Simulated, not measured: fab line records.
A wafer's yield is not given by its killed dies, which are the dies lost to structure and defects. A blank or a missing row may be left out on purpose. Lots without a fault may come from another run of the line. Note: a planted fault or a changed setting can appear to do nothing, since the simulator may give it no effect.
A lot that was struck, set against a sound lot | flow rit_cmos | 17 steps out of a route of 202
Sound: these wafers, L400.2, L400.3, L400.4. Wafers L411.3, L411.5, L411.6 were the ones struck. At the end, the cause is stated.
Order at every step that has rows: each side's tool, ch and its chambers, its first start. Under that, the readings that differ: sound wafers | struck wafers | difference of the means | sigmas: that difference in standard deviations of wafers without a fault.
alike: readings whose means differ by less than 2 such deviations, and words and numbers that are the same on both sides. not compared: withheld readings, readings that some wafer has no value for, bounds like >300 that may hide the same value, and numbers for which the record gives no deviation and whose values overlap.
A row with sigmas, a row that says differs or no value, or rows on one side alone: a step with any of these is where the two part. When numbers do not overlap yet have no deviation, they are printed without sigmas and do not part them. A reading missing from all wafers of one side parts the sides only when that side holds two or more wafers.

first, 1 step without rows for these wafers: RIT_PSD_IMPLANT_08.
RIT_PSD_STRIP_09: strips in O2, time 180 s.
  sound on plasma_asher-01 ch 0,1, day 4 23:58; struck on plasma_asher-02 ch 0,1, day 7 04:45
  alike: drypump_motor_current_A
  not compared: rf_hours_counter_h
RIT_PSD_TW_MEAS_10:
  sound on film_metro-01 at day 5 00:08; struck on film_metro-03 at day 7 04:53
  reading | sound          | struck         | difference | sigmas
  PSD_TW  | 3483 3483 3461 | 3382 3364 3384 | -99        | -3
then, 3 steps without rows for these wafers: RIT_SDANNEAL_CLEAN_00 (cleans in SC1, time 600 s); RIT_SDANNEAL_CLEAN_01 (cleans in dHF, time 30 s); RIT_SDANNEAL_CLEAN_02 (cleans in SC2, time 600 s).
RIT_SDANNEAL_RTA_03: time 5 s.
  sound on rtp_anneal-02 ch 0, day 5 00:35; struck on rtp_anneal-01 ch 0, day 7 05:30
  alike: wafer_temp_C_max
RIT_SDANNEAL_RS_MEAS_04: measures by four-point-probe.
  sound on film_metro-02 at day 5 00:39; struck on film_metro-02 at day 7 05:35
  alike: PSD_RS
RIT_SDANNEAL_RS_MEAS_05: measures by four-point-probe.
  sound on film_metro-02 at day 5 00:46; struck on film_metro-02 at day 7 05:42
  reading         | sound             | struck            | difference | sigmas
  NSD_RS (ohm/sq) | 84.75 84.95 84.92 | 83.93 84.17 83.97 | -0.85      | -3
RIT_SDANNEAL_RS_MEAS_06: measures by four-point-probe.
  sound on film_metro-02 at day 5 00:53; struck on film_metro-02 at day 7 05:49
  alike: PLDD_RS
RIT_SDANNEAL_RS_MEAS_07: measures by four-point-probe.
  sound on film_metro-02 at day 5 01:01; struck on film_metro-02 at day 7 05:56
  alike: NLDD_RS
then, 1 step without rows for these wafers: RIT_SILICIDE_WET_ETCH_00 (etches SiO2 in BOE, target depth 14 nm, time 15 s).
RIT_SILICIDE_SPUTTER_01: material Ti, target thk 30 nm, time 240 s.
  sound on pvd_sputter-01 at day 5 01:08; struck on pvd_sputter-03 at day 7 06:02
  reading                                     | sound            | struck            | difference | sigmas
  model.Ti_of_SILICIDE_SPUTTER_01.thk_nm (nm) | 30.1 30.06 29.79 | 19.97 19.99 19.87 | -10.04     |
  alike: throttle_valve_pct
RIT_SILICIDE_RS_MEAS_02: measures by four-point-probe.
  sound on film_metro-02 at day 5 01:18; struck on film_metro-04 at day 7 06:13
  reading                 | sound          | struck         | difference | sigmas
  SILICIDE_TI_RS (ohm/sq) | 47.6 47.7 48.2 | 80.0 80.2 80.5 | +32.4      | +43
RIT_SILICIDE_THK_MEAS_03: measures by xrf.
  sound on film_metro-02 at day 5 01:25; struck on film_metro-04 at day 7 06:19
  reading              | sound          | struck         | difference | sigmas
  SILICIDE_TI_THK (nm) | 30.2 30.1 29.9 | 19.9 19.9 19.8 | -10.2      | -23
RIT_SILICIDE_RTA_04: time 10 s, ramp up 5 s, ramp down 5 s.
  sound on rtp_anneal-01 ch 0, day 5 01:28; struck on rtp_anneal-02 ch 0, day 7 06:23
  alike: wafer_temp_C_max
RIT_M1_PROBE_99:
  sound on prober-01 at day 5 08:18; struck on prober-01 at day 7 13:01
  reading                              | sound             | struck            | difference | sigmas
  model.etest.npoly_line.line_ohm_um   | 170.6 175 171.1   | 219 218.8 219.6   | +47        |
  model.etest.ppoly_line.line_ohm_um   | 163.8 169.5 166   | 205.2 207.7 207   | +40.2      |
  model.etest.contact_nplus.end_ohm_um | 41.91 41.55 41.68 | 33.12 32.83 32.17 | -9.01      |
  model.etest.contact_pplus.end_ohm_um | 44.58 43.67 44.45 | 36.25 35.07 35.47 | -8.64      |
  model.etest.ppoly_line.width_nm (nm) | 100.3 98.25 99.89 | 111 110.2 109.7   | +11        |
  model.etest.npoly_line.width_nm (nm) | 100.6 97.53 98.91 | 110 109.5 109.2   | +11        |
  model.etest.npoly_line.rs_ohm_sq     | 16.93 17.12 17.14 | 23.96 23.78 23.86 | +6.80      |
  model.etest.ppoly_line.rs_ohm_sq     | 16.5 16.56 16.7   | 22.85 22.93 22.61 | +6.21      |
  alike: killed_at_M0_to_M3, killed_at_contacts, killed_at_front_end, killed_dies, killed_open, killed_short

## WHERE THEY PART
First at RIT_PSD_TW_MEAS_10; last, within this record, at RIT_SILICIDE_THK_MEAS_03. Later steps at which nothing parts them and some readings are alike: RIT_SILICIDE_RTA_04, RIT_M1_PROBE_99.

WHY: the cause the simulator had injected
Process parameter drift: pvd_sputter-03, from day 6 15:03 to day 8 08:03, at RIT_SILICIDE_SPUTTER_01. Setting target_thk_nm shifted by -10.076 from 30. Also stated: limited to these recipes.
